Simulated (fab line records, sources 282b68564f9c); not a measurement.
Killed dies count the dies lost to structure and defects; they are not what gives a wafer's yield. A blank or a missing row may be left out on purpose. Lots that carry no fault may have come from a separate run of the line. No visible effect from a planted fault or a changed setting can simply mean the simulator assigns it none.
Problem report, 8D (eight disciplines) form, completed by code / flow rit-cmos / the parts of the form that need people (team, actions taken, sign-off) are left out

1. WHAT WENT WRONG
Wafers without a fault read 34.57 W, standard deviation 0.051; heater-power-total-W at RIT_M1_SOFTBAKE_05 reads a mean of 37.66 W on 9 wafers belonging to 3 lots. Measured from the usual mean, that is +61 standard deviations.
The step: time 60 s.
First observed at day 5 09:28: wafer L420.3, on litho-track-04. Wafers with a number at this step in the record: 45, from 15 lots. By rule, "out" or "out of limits" means more than 4 standard deviations away from the usual mean. All remaining wafers that have a number are taken as sound.

2. WHAT IT IS AND WHAT IT IS NOT
question=which readings at this step | is=heater-power-total-W, plate-temp-C | is not=-
question=which lots | is=L420, L421, L422 | is not=L411, L412, L413, L415, L416, L418, L424, L427, L428, L430, L432, L434
question=which wafers of those lots | is=all that have a number | is not=-
question=read on which tools | is=litho-track-04 | is not=litho-track-01, litho-track-02
question=when | is=from day 5 09:28 | is not=up to then (18 sound wafers); but 18 sound wafers of L424, L427, L428, L430, L432, L434 came after

3. WHAT RULES OUT EACH SUSPECT
Counting: a tool at a process step up to the reading stays a suspect if it ran every lot that is out and no sound lot after the first of them.
- litho-track-04 at RIT_M1_SOFTBAKE_05 (time 60 s): kept. All lots that are out passed through it, beginning with L420 at day 5 09:28, and no sound lot followed; its final sound lot before that point was L418 at day 4 21:38. Its own readings are out on those wafers: heater-power-total-W, plate-temp-C.
The count leaves litho-track-04 at RIT_M1_SOFTBAKE_05.

4. THE CAUSE (what the simulator had put in)
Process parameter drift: litho-track-04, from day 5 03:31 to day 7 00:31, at RIT_M1_SOFTBAKE_05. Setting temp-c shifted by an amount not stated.
Counting left only this tool.

5. THE CHAIN OF EFFECTS, in route order
Each row: a reading where the mean over the struck wafers with a number is more than 3 standard deviations away from the usual. Scope: only readings with a usual standard deviation given in the record; hours: median across lots of the time from each lot's start at the first step in this table that gives one to its start at this step; sigmas: change in usual standard deviations.
hours=0; step=RIT_M1_SOFTBAKE_05; reading=heater-power-total-W; usual=34.57 W; on struck wafers=37.66; change=+3.09; sigmas=+61
hours=0; step=RIT_M1_SOFTBAKE_05; reading=plate-temp-C; usual=90.01 C; on struck wafers=95.73; change=+5.72; sigmas=+48
Its process steps:
- RIT_M1_SOFTBAKE_05: time 60 s.

6. WHAT WOULD HAVE CAUGHT IT SOONER
First out-of-limits reading in this record: day 5 09:28, which is 6 hours after fault onset at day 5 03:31.
